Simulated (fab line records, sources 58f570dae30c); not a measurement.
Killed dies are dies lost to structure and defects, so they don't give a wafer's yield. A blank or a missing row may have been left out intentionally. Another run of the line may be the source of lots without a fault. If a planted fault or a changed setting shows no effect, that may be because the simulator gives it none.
The tool behind it: which one? || flow berkeley_cmos170 || 7 lots, 21 wafers sampled, at 2 steps of a route of 331

== WHAT THE GAUGES SHOWED, per wafer ==
UCB170_NWELL_TW_MEAS_16.
{"lot": "L895", "measured": "day 2 18:26", "on": "film_metro-04", "NWELL_TW": "1249 1251 1252"}
{"lot": "L898", "measured": "day 3 12:46", "on": "film_metro-03", "NWELL_TW": "1233 1237 1242"}
{"lot": "L901", "measured": "day 4 06:22", "on": "film_metro-03", "NWELL_TW": "1233 1234 1236"}
{"lot": "L905", "measured": "day 4 16:02", "on": "film_metro-03", "NWELL_TW": "1237 1239 1241"}
{"lot": "L908", "measured": "day 5 10:18", "on": "film_metro-03", "NWELL_TW": "1349 1354 1345"}
{"lot": "L912", "measured": "day 6 07:49", "on": "film_metro-01", "NWELL_TW": "1330 1329 1337"}
{"lot": "L916", "measured": "day 6 23:55", "on": "film_metro-01", "NWELL_TW": "1230 1228 1226"}

== WHAT TOOL EACH LOT RAN ON (gives the tool, then ch and the chambers of the sampled wafers, and finally the start) ==
{"lot": "L895", "UCB170_NWELL_IMPLANT_14": "implanter-03 ch 0, day 2 18:11"}
{"lot": "L898", "UCB170_NWELL_IMPLANT_14": "implanter-01 ch 0, day 3 12:31"}
{"lot": "L901", "UCB170_NWELL_IMPLANT_14": "implanter-01 ch 0, day 4 06:07"}
{"lot": "L905", "UCB170_NWELL_IMPLANT_14": "implanter-01 ch 0, day 4 15:48"}
{"lot": "L908", "UCB170_NWELL_IMPLANT_14": "implanter-02 ch 0, day 5 10:04"}
{"lot": "L912", "UCB170_NWELL_IMPLANT_14": "implanter-02 ch 0, day 6 07:35"}
{"lot": "L916", "UCB170_NWELL_IMPLANT_14": "implanter-01 ch 0, day 6 23:42"}
- UCB170_NWELL_IMPLANT_14

== THE ANSWER, worked out from the rows above alone ==
Rule: usual is defined by the lots themselves. The widest of any qualifying gaps counts: lots, ordered by their means at a reading, are off when they make up no more than a third of the lots, leave a main group of 4 or more, and stand apart from it by 3 or more times the standard deviation of that group's means. A main group is skipped when, at the precision printed for the reading in the tables above, its means are all equal. A lot without any number at a reading at which 4 lots or more have one is off too. All remaining lots with rows at the step are treated as sound.
Off: L908, L912, at UCB170_NWELL_TW_MEAS_16 (NWELL_TW). The main group: mean 1238, standard deviation 7.4.
A tool fits if, at a process step before that reading, it ran every lot that is off, and no sound lot after the first of them. Gauges at UCB170_NWELL_TW_MEAS_16: tried the same way as those tools. One candidate fits, namely implanter-02 at UCB170_NWELL_IMPLANT_14. It ran no sound lot before its first lot that is off in this sample, so the start can't be narrowed down.

== WHAT THE SIMULATOR HAD PUT IN ==
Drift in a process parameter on implanter-02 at UCB170_NWELL_IMPLANT_14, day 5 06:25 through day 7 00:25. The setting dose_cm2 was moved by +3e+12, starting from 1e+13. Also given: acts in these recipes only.
Struck lots among those shown: L908, L912. The rule above found the same.
